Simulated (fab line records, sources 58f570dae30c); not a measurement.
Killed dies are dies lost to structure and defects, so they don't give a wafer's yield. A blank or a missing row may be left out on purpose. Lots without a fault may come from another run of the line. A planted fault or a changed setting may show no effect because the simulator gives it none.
fab line records | flow berkeley_cmos170
record lots=14 wafers=42 last_day=12
route steps=331 shown CONTACT@229
lots that met no fault: from a run of the same line without faults
start_h: hours from the record's first day to the start of the lot's first wafer shown | wait_h: hours since the lot's step before | " the same as in the row above | L1.1+2: a row that stands for several wafers | - no value, or no start given | * or withheld: withheld | < > ~ a bound
route shown NAME@n: a module of which the file shows steps, and the number in the route of the first | usual: mean/standard deviation of fault-free wafers | same: alike in all rows | chamber/n: place in a boat | sites: the reading at each site | _std_site: their standard deviation | _edge_site: outer sites' mean less inner sites' | radius_mm: how far each site lies from the wafer's centre | mask NAME#n: copy n | behind: the tool/chamber that last shaped the wafer | hold: why the lot was held/for how many hours/how that ended | device: the transistor (n, p or np) that didn't switch | end of line: the same wafers' tests at the end of the route | a step without rows: its recipe alone | killed: dies lost to structure and defects at the first sort, not the wafer's yield | map: a wafer's dies, x killed, . not, _ none there
set.NAME: the setting as run; set.NAME@STEP: as run at that earlier step | model.NAME: the simulator's own value behind a step, which no gauge read
steps of the route over a sample of lots; a table a step, a row a wafer
## steps
# step UCB170_CONTACT_PEB_13
# recipe peb_temp_c=130 peb_time_s=withheld resist=KrF
# usual chill_plate_temp_C=23.03/0.097
# columns lot.wafer tool chamber start_h wait_h chill_plate_temp_C
L702.2 litho_track-04 0 151.89 0.1 22.99
L702.4 " 0 " " 23.04
L702.6 " 0 " " 23.03
L701.3 litho_track-03 0 152.15 0.1 22.90
L701.4 " 0 " " 22.95
L701.5 " 0 " " 23.20
L703.1 litho_track-04 0 156.72 0.1 23.03
L703.5 " 0 " " 23.04
L703.6 " 0 " " 23.01
L706.1 litho_track-04 0 164.88 0.3 23.06
L706.3 " 0 " " 23.11
L706.6 " 0 " " 23.15
L704.3 litho_track-02 0 167 - 23.03
L704.5 " 0 168 - 23.03
L704.6 " 0 " " 22.99
L705.1 litho_track-02 0 168 - 22.93
L705.5 " 0 " " 23.17
L705.6 " 0 " " 22.84
L708.1 litho_track-02 0 177.93 0.1 23.11
L708.3 " 0 " " 23.20
L708.4 " 0 " " 23.21
L707.3 litho_track-04 0 178.58 0.2 23.05
L707.4 " 0 " " 22.93
L707.6 " 0 " " 23.04
L709.1 litho_track-03 0 180.79 0.1 23.02
L709.4 " 0 " " 23.08
L709.5 " 0 " " 23.17
L714.3 litho_track-02 0 203.38 0.2 22.93
L714.4 " 0 " " 22.87
L714.6 " 0 " " 23.05
L715.2 litho_track-02 0 221.14 0.1 23.15
L715.3 " 0 " " 23.06
L715.6 " 0 " " 23.13
L717.1 litho_track-03 0 222.18 0.3 22.97
L717.4 " 0 " " 23.11
L717.5 " 0 " " 23.12
L720.1 litho_track-04 0 233.73 0.4 23.04
L720.2 " 0 " " 23.11
L720.6 " 0 " " 23.11
L724.1 litho_track-03 0 260.47 0.5 23.13
L724.2 " 0 " " 23.07
L724.4 " 0 " " 23.09
# step UCB170_CONTACT_CD_MEAS_15
# recipe target_cd_nm=700
# usual cd_nm=700.1/1.5
# columns lot.wafer tool chamber start_h wait_h cd_nm
L702.2 cd_sem-01 - 152.16 - 702.2
L702.4 " - " " 701.0
L702.6 " - " " 701.8
L701.3 cd_sem-02 - 152.42 - 700.3
L701.4 " - " " 700.9
L701.5 " - " " 701.6
L703.1 cd_sem-01 - 156.99 - 700.3
L703.5 " - " " 700.0
L703.6 " - " " 700.6
L706.1 cd_sem-01 - 165.17 - 702.1
L706.3 " - " " 702.0
L706.6 " - " " 703.0
L704.3 cd_sem-01 - 168.29 - 697.1
L704.5 " - " " 698.3
L704.6 " - " " 699.0
L705.1 cd_sem-02 - 168.47 - 702.1
L705.5 " - " " 702.1
L705.6 " - " " 701.4
L708.1 cd_sem-02 - 178.21 - 699.4
L708.3 " - " " 699.9
L708.4 " - " " 700.0
L707.3 cd_sem-01 - 178.85 - 699.0
L707.4 " - " " 700.0
L707.6 " - " " 699.1
L709.1 cd_sem-02 - 181.07 - 703.1
L709.4 " - " " 702.6
L709.5 " - " " 703.6
L714.3 cd_sem-01 - 203.64 - 707.6
L714.4 " - " " 708.2
L714.6 " - " " 707.2
L715.2 cd_sem-02 - 221.41 - 705.7
L715.3 " - " " 705.3
L715.6 " - " " 706.2
L717.1 cd_sem-02 - 222.45 - 700.1
L717.4 " - " " 700.0
L717.5 " - " " 700.6
L720.1 cd_sem-02 - 234.05 - 701.3
L720.2 " - " " 700.4
L720.6 " - " " 699.4
L724.1 cd_sem-01 - 260.74 - 697.1
L724.2 " - " " 697.8
L724.4 " - " " 696.7
## key
first_sign step=UCB170_CONTACT_CD_MEAS_15 reading=cd_nm direction=up sigmas=4.4 usual=700.1 struck=706.7 through=control_loop
effect none on later readings
met_at UCB170_CONTACT_PEB_13
struck_lots L714,L715
tester_left_out L714,L715
loop_trim step=UCB170_CONTACT_EXPOSE_12 setting=dose lots=L715
onset_between 177.93 203.38
fault kind=process_parameter_drift tool=litho_track-02 chamber=- onset_h=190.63 steps=UCB170_CONTACT_PEB_13 channel=peb_time_s offset=withheld shape=step end_h=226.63 acts_in=*
# tester_left_out: of these lots the tester's yield and bins aren't shown, on N5 and GAA mostly nor the transistor test; their killed dies are dies lost to structure and defects alone, not to doping, threshold or leakage, so they don't give the yield
# loop_trim: a control loop set the setting to another value than it would have without faults
